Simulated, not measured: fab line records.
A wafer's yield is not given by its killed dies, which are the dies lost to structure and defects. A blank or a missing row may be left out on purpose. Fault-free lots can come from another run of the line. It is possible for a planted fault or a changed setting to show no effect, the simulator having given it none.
Struck lot and sound lot, side by side -- flow rit cmos -- 43 out of 202 route steps
Sound: wafers L784.1, L784.4, L784.6. Struck: wafer L796.5 (left out: L796.2, L796.4 of the same lot, which were not struck); the cause appears at the end.
Each step with rows lists, per side, the tool, then ch with its chambers, then its first start. Under that, the readings that differ: sound wafers -- struck wafers -- difference of the means -- sigmas: that difference in standard deviations of wafers without a fault.
alike: readings with means less than 2 such deviations apart, plus words and numbers identical on both sides. not compared: withheld readings, readings lacking a value on some wafer, bounds such as >300 that could conceal the same value, and numbers that have no deviation in the record and whose values overlap.
Wherever a step has rows on one side only, a row that says differs or no value, or a row with sigmas, the two part there. Non-overlapping numbers with no deviation appear without sigmas and do not part them. A reading that every wafer of one side lacks parts them only if that side has two wafers or more.

first, 1 step without rows for these wafers: RIT_WELLDRIVE_ANNEAL_00 (time 14700 s).
RIT_WELLDRIVE_RS_MEAS_01: measures by four-point-probe.
  sound on film metro-04, day 3 14:07; struck on film metro-02, day 6 00:28
  alike: NWELL_RS
RIT_WELLDRIVE_RS_MEAS_02: measures by four-point-probe.
  sound on film metro-04, day 3 14:14; struck on film metro-02, day 6 00:35
reading,sound,struck,difference,sigmas
PWELL_RS (ohm/sq),430.5 430.3 430.6,427.2,-3.3,-2
then, 6 steps without rows for these wafers: RIT_NRETRO_HMDS_00 (prime time 60 s); RIT_NRETRO_COAT_01 (resist thk 1300 nm); RIT_NRETRO_SOFTBAKE_02 (time 60 s); RIT_NRETRO_EXPOSE_03 (exposes mask M4, target cd 43900 nm); RIT_NRETRO_PEB_04; RIT_NRETRO_DEVELOP_05 (develop time 68 s).
RIT_NRETRO_OVL_MEAS_06:
  sound on overlay-02, day 3 15:14; struck on overlay-02, day 6 01:42
  alike: NRETRO_OVL
then, 2 steps without rows for these wafers: RIT_NRETRO_HARDBAKE_07 (time 120 s); RIT_NRETRO_IMPLANT_08.
RIT_NRETRO_STRIP_09: strips in O2, time 180 s.
  sound on plasma asher-01 ch 0,1, day 3 15:41; struck on plasma asher-02 ch 1, day 6 02:08
  alike: drypump motor current A
  not compared: rf hours counter h
RIT_NRETRO_TW_MEAS_10:
  sound on film metro-02, day 3 15:51; struck on film metro-01, day 6 02:19
  alike: NRETRO_TW
then, 6 steps without rows for these wafers: RIT_PRETRO_HMDS_00 (prime time 60 s); RIT_PRETRO_COAT_01 (resist thk 1300 nm); RIT_PRETRO_SOFTBAKE_02 (time 60 s); RIT_PRETRO_EXPOSE_03 (exposes mask M5, target cd 43700 nm); RIT_PRETRO_PEB_04; RIT_PRETRO_DEVELOP_05 (develop time 68 s).
RIT_PRETRO_OVL_MEAS_06:
  sound on overlay-01, day 3 16:47; struck on overlay-02, day 6 03:19
  alike: PRETRO_OVL
then, 2 steps without rows for these wafers: RIT_PRETRO_HARDBAKE_07 (time 120 s); RIT_PRETRO_IMPLANT_08.
RIT_PRETRO_STRIP_09: strips in O2, time 180 s.
  sound on plasma asher-01 ch 0,1, day 3 17:14; struck on plasma asher-03 ch 1, day 6 03:44
  alike: drypump motor current A
  not compared: rf hours counter h
RIT_PRETRO_TW_MEAS_10:
  sound on film metro-01, day 3 17:24; struck on film metro-01, day 6 03:55
  alike: PRETRO_TW
then, 5 steps without rows for these wafers: RIT_GATE_WET_ETCH_00 (etches SiO2 in BOE, target depth 56 nm, time 60 s); RIT_GATE_CLEAN_01 (cleans in SC1, time 600 s); RIT_GATE_CLEAN_02 (cleans in dHF, time 30 s); RIT_GATE_CLEAN_03 (cleans in SC2, time 600 s); RIT_GATE_CLEAN_04 (cleans in dHF, time 60 s).
RIT_FOX2_THK_MEAS_91:
  sound on film metro-03, day 3 17:53; struck on film metro-03, day 6 04:26
reading,sound,struck,difference,sigmas
FIELD_OXIDE_LEFT_2_THK (nm),251 259 251,267,+13,+2
then, 2 steps without rows for these wafers: RIT_GATE_OXIDATION_05 (target thk 3 nm, ox time 270 s); RIT_GATE_ANNEAL_06 (time 600 s).
RIT_GATE_THK_MEAS_07:
  sound on film metro-02, day 3 21:16; struck on film metro-04, day 6 06:31
  alike: GATE_OXIDE_THK
then, 1 step without rows for these wafers: RIT_GATE_CVD_08 (deposits poly-Si from SiH4, target thk 250 nm, time 2220 s).
RIT_GATE_THK_MEAS_09:
  sound on film metro-04, day 3 22:56; struck on film metro-04, day 6 08:11
  alike: GATE_POLY_THK
then, 6 steps without rows for these wafers: RIT_GATE_HMDS_10 (prime time 60 s); RIT_GATE_COAT_11 (resist thk 850 nm); RIT_GATE_SOFTBAKE_12 (time 60 s); RIT_GATE_EXPOSE_13 (exposes mask M6, target cd 150 nm); RIT_GATE_PEB_14; RIT_GATE_DEVELOP_15 (develop time 50 s).
RIT_M1_PROBE_99:
  sound on prober-01, day 4 20:23; struck on prober-01, day 7 07:49
reading,sound,struck,difference,sigmas
killed at front end,5 3 3,31,+27,+8
killed dies,5 3 3,31,+27,+8
killed on rim,1 2 0,14,+13,+9
  alike: killed open, killed short

== WHERE THEY PART ==
Earliest at RIT_WELLDRIVE_RS_MEAS_02; latest, in this record, at RIT_M1_PROBE_99.

WHY: whatever the simulator had introduced
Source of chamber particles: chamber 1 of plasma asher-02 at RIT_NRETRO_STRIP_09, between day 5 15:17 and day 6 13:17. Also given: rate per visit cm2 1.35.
